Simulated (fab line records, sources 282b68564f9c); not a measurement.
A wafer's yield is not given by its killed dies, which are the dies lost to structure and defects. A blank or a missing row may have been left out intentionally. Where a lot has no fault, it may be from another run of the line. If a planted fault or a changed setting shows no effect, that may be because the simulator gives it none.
Struck lot and sound lot, side by side / flow rit cmos / 15 out of 202 route steps
Sound: the wafers L391.1, L391.2, L391.3. Struck: wafers L406.1, L406.2, L406.6. Last of all comes the cause.
Per side, at each step with rows, come the tool, then ch with its chambers, and then its first start. Under that, the readings that differ: sound wafers / struck wafers / difference of the means / sigmas: that difference in standard deviations of wafers without a fault.
alike: a reading whose means differ by less than 2 such deviations, as well as words and numbers matching on both sides. not compared: withheld readings; readings where some wafer has no value; bounds like >300 that might hide an equal value; numbers whose values overlap and for which the record gives no deviation.
Wherever a step has rows on one side only, a row that says differs or no value, or a row with sigmas, the two part there. When numbers do not overlap yet have no deviation, they are printed without sigmas and do not part them. A reading missing from all wafers of one side parts the sides only when that side holds two or more wafers.

RIT_M1_THK_MEAS_02: measures by xrf.
  sound on film metro-01, day 4 01:15; struck on film metro-03, day 7 08:06
  alike: M1_AL_THK
then, 6 steps without rows for these wafers: RIT_M1_HMDS_03 (prime time 60 s); RIT_M1_COAT_04 (resist thk 1300 nm); RIT_M1_SOFTBAKE_05 (time 60 s); RIT_M1_EXPOSE_06 (exposes mask M12, target cd 2600 nm); RIT_M1_PEB_07; RIT_M1_DEVELOP_08 (develop time 70.4 s).
RIT_M1_CD_MEAS_09: target cd 2600 nm.
  sound on cd sem-01, day 4 02:29; struck on cd sem-01, day 7 09:02
  alike: cd nm
RIT_M1_OVL_MEAS_10:
  sound on overlay-02, day 4 02:36; struck on overlay-01, day 7 09:10
  alike: M1_OVL
then, 1 step without rows for these wafers: RIT_M1_HARDBAKE_11 (time 120 s).
RIT_M1_METAL_ETCH_12: etches Al in Cl2/BCl3, stops on SiO2, time 165 s, target depth 600 nm.
  sound on rie metal-04 ch 0,1, day 4 02:53; struck on rie metal-03 ch 0,1, day 7 09:27
  alike: drypump motor current A, oes product au, throttle valve pct
  not compared: rf hours counter h
then, 1 step without rows for these wafers: RIT_M1_STRIP_13 (strips in nmp, time 600 s).
RIT_M1_STRIP_14: strips in O2, time 180 s.
  sound on plasma asher-02 ch 0,1, day 4 03:14; struck on plasma asher-03 ch 0,1, day 7 09:47
  no value came back on the struck wafers for chamber pressure mTorr (mTorr), drypump motor current A (A); on the sound wafers chamber pressure mTorr (mTorr) reads 4001 4000 4003
  not compared: rf hours counter h
RIT_M1_CD_MEAS_90: target cd 2600 nm.
  sound on cd sem-01, day 4 03:24; struck on cd sem-01, day 7 09:58
  alike: cd nm
RIT_M1_PROBE_99:
  sound on prober-02, day 4 05:08; struck on prober-01, day 7 11:42
  alike: defect limited yield, killed_at_M0_to_M3, killed at front end, killed dies, killed open, killed short, sort_bin_3_pad_short, sort_bin_5_function, sort_bin_6_memory, sort n pass, sort yield pct

== WHERE THEY PART ==
Within this record, at RIT_M1_STRIP_14 only. Later steps at which nothing parts them and some readings are alike: RIT_M1_CD_MEAS_90, RIT_M1_PROBE_99.

WHY: whatever the simulator had introduced
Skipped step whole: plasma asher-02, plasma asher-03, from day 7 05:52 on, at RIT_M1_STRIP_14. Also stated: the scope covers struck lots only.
